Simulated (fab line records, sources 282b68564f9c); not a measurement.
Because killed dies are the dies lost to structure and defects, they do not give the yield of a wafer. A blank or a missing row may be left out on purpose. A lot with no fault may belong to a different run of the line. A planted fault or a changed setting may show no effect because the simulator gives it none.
Code-filled problem report in 8D (eight disciplines) form -- flow rit cmos -- the parts of the form that need people (team, actions taken, sign-off) are left out

## 1. THE ISSUE
Across 9 wafers from 3 lots, PSD_RS at RIT_SDANNEAL_RS_MEAS_04 averages 128.00 ohm/sq, while fault-free wafers read 115.79 ohm/sq with a standard deviation of 0.26. That is +47 standard deviations from the usual mean.
The step: measures by four-point-probe.
Earliest sighting: wafer L169.1 on film metro-01 at day 7 00:46. The record holds 45 wafers of 15 lots with a number at this step. The rule behind "out" and "out of limits": a value lying over 4 standard deviations away from the usual mean. All remaining wafers that have a number are taken as sound.

## 2. WHAT IT IS AND WHAT IT IS NOT
question,is,is not
which readings at this step,PSD_RS,-
which lots,"L169, L171, L172","L152, L153, L154, L155, L156, L157, L158, L159, L160, L163, L168, L175"
which wafers of those lots,all that have a number,-
read on which gauges,"film metro-01, film metro-03",film metro-02
when,from day 7 00:46,"up to then (30 sound wafers); but 6 sound wafers of L168, L175 came after"

## 3. WHAT RULES OUT EACH SUSPECT
Counting: a tool stays on the suspect list if, at a process step up to the reading, it processed all lots that are out and no sound lot following the first of them.
- the gauge at RIT_SDANNEAL_RS_MEAS_04 has been ruled out. The wafers that are out were read on 2 gauges (film metro-01, film metro-03).
- rtp anneal-02 at RIT_SDANNEAL_RTA_03 (time 5 s): kept. All lots that are out passed through it, beginning with L169 at day 7 00:42, and no sound lot followed; its final sound lot before that point was L160 at day 5 22:14.
After counting, what remains is rtp anneal-02 at RIT_SDANNEAL_RTA_03.

## 4. THE CAUSE (what the simulator had put in)
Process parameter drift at RIT_SDANNEAL_RTA_03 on rtp anneal-02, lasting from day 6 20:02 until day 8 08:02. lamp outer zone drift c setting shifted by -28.
This tool alone remained once counting was done.

## 5. THE EFFECT CHAIN, in route order
Rows list readings where the struck wafers' mean (over those with a number) sits beyond 3 standard deviations from the usual. Scope: only readings with a usual standard deviation given in the record; hours: median across lots of the time from each lot's start at the first step in this table that gives one to its start at this step; sigmas: change in usual standard deviations.
hours,step,reading,usual,on struck wafers,change,sigmas
0,RIT_SDANNEAL_RS_MEAS_04,PSD_RS,115.79 ohm/sq,128.00,+12.21,+47
0,RIT_SDANNEAL_RS_MEAS_06,PLDD_RS,178.5 ohm/sq,191.0,+12.5,+28

## 6. WHAT WOULD HAVE CAUGHT IT SOONER
The first out-of-limits reading at a measuring or inspecting step in this record came at day 7 00:46, 5 hours after the fault's start at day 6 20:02.
Tool readings at RIT_SDANNEAL_RTA_03 with a usual standard deviation given in the record: none out on any struck wafer, hence no alarm at a limit of 4 standard deviations on them.
L171, L172, from the lots that are out (3), started RIT_SDANNEAL_RTA_03 on rtp anneal-02 later than day 7 00:46. A hold on the tool at that time would have spared those 2.
